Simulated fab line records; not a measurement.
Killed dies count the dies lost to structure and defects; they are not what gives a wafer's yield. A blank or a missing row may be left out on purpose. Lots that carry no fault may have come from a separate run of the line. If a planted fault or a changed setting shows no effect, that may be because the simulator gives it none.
Struck lot and sound lot, side by side	flow rit cmos	17 steps out of a route of 202
Sound: these wafers, L233.2, L233.3, L233.5. Wafers struck: L227.1, L227.2, L227.6. The cause is given at the end.
Each step with rows lists, per side, the tool, then ch with its chambers, then its first start. Under that, the readings that differ: sound wafers	struck wafers	difference of the means	sigmas: that difference in standard deviations of wafers without a fault.
alike: readings whose means differ by less than 2 such deviations, and words and numbers that are the same on both sides. not compared: withheld readings, readings that some wafer has no value for, bounds like >300 that may hide the same value, and numbers for which the record gives no deviation and whose values overlap.
The two part at a step that has a row with sigmas, a row that says differs or no value, or rows on one side only. Non-overlapping numbers with no deviation appear without sigmas and do not part them. Lack of a reading on every wafer of one side parts them only where that side has two or more wafers.

RIT_NWELL_TW_MEAS_10:
  sound: film metro-01 at day 5 22:07; struck: film metro-04 at day 4 16:22
  alike: NWELL_TW
then, 6 steps without rows for these wafers: RIT_PWELL_HMDS_00 (prime time 60 s); RIT_PWELL_COAT_01 (resist thk 1300 nm); RIT_PWELL_SOFTBAKE_02 (time 60 s); RIT_PWELL_EXPOSE_03 (exposes mask M3, target cd 43700 nm); RIT_PWELL_PEB_04; RIT_PWELL_DEVELOP_05 (develop time 68 s).
RIT_PWELL_OVL_MEAS_06:
  sound: overlay-02 at day 5 23:04; struck: overlay-01 at day 4 17:34
  alike: PWELL_OVL
then, 2 steps without rows for these wafers: RIT_PWELL_HARDBAKE_07 (time 120 s); RIT_PWELL_IMPLANT_08.
RIT_PWELL_STRIP_09: strips in O2, time 180 s.
  sound on plasma asher-03 ch 1, day 5 23:29; struck on plasma asher-01 ch 0,1, day 4 18:00
reading	sound	struck	difference	sigmas
drypump motor current A (A)	5.9 5.9 5.9	5.4 4.8 4.8	-0.9	-2
  not compared: rf hours counter h
RIT_PWELL_TW_MEAS_10:
  sound: film metro-02 at day 5 23:40; struck: film metro-01 at day 4 18:11
  alike: PWELL_TW
RIT_WELLDRIVE_ANNEAL_00: time 14700 s.
  sound on furnace-01 ch 0, day 6 00:02; struck on furnace-03 ch 0, day 4 18:16
reading	sound	struck	difference	sigmas
spike tc centre C (C)	1101.1 1100.9 1100.6	1083.8 1083.6 1081.8	-17.8	-14
spike tc load C (C)	1127.8 1126.2 1126.7	1109.1 1108.7 1109.4	-17.8	-12
spike tc source C (C)	1124 1126 1125	1107 1106 1110	-17	-5
tube center temp C (C)	1100.1 1100.2 1099.9	1081.9 1082 1082	-18.1	-99 or more
tube_center_temp_C_max	1103.2 1102.9 1103.1	1085.2 1084.5 1084.3	-18.4	-41
zone power centre pct (%)	55 55 55	47 48 47	-8	-3
RIT_WELLDRIVE_RS_MEAS_01: uses a four-point probe to measure.
  sound: film metro-04 at day 6 05:08; struck: film metro-01 at day 4 23:22
reading	sound	struck	difference	sigmas
NWELL_RS (ohm/sq)	277.3 276.8 276.8	296.5 294.7 295.2	+18.5	+23
RIT_WELLDRIVE_RS_MEAS_02: uses a four-point probe to measure.
  sound: film metro-04 at day 6 05:16; struck: film metro-01 at day 4 23:29
reading	sound	struck	difference	sigmas
PWELL_RS (ohm/sq)	430.2 430.3 431.1	448.9 448.5 448.2	+18.0	+14
then, 1 step without rows for these wafers: RIT_NRETRO_HMDS_00 (prime time 60 s).
RIT_M1_PROBE_99:
  sound: prober-01 at day 7 13:31; struck: prober-01 at day 6 05:57
reading	sound	struck	difference	sigmas
model.etest.nwell pinched.rs ohm sq	344.6 341.9 342	379.5 376.1 377	+34.7	
model.etest.pwell pinched.rs ohm sq	470.3 458.1 464.2	488.6 481.4 488.4	+21.9	
model.etest.pwell.rs ohm sq	420.8 414.8 421.7	438.2 440.7 440.6	+20.7	
model.etest.pmos narrow.drive ua um	113.9 112.6 116.7	104.2 109.5 106.2	-7.8	
model.etest.pmos_0p3.drive ua um	111.6 110.9 113.5	104.6 109.5 106.7	-5.1	
model.etest.field p metal.vt v (V)	-28.44 -28.68 -28.85	-25.78 -25.9 -26.71	+2.53	
model.etest.field p.vt v (V)	-12.92 -12.97 -12.94	-11.38 -11.28 -11.42	+1.58	
  alike: killed at contacts, killed at front end, killed dies, killed on rim, killed open, killed short
  not compared: model.etest.field n.vt v

WHERE THEY PART
At RIT_PWELL_STRIP_09 first; at RIT_WELLDRIVE_RS_MEAS_02 last (within this record only). Later steps at which nothing parts them and some readings are alike: RIT_M1_PROBE_99.

WHY: whatever the simulator had introduced
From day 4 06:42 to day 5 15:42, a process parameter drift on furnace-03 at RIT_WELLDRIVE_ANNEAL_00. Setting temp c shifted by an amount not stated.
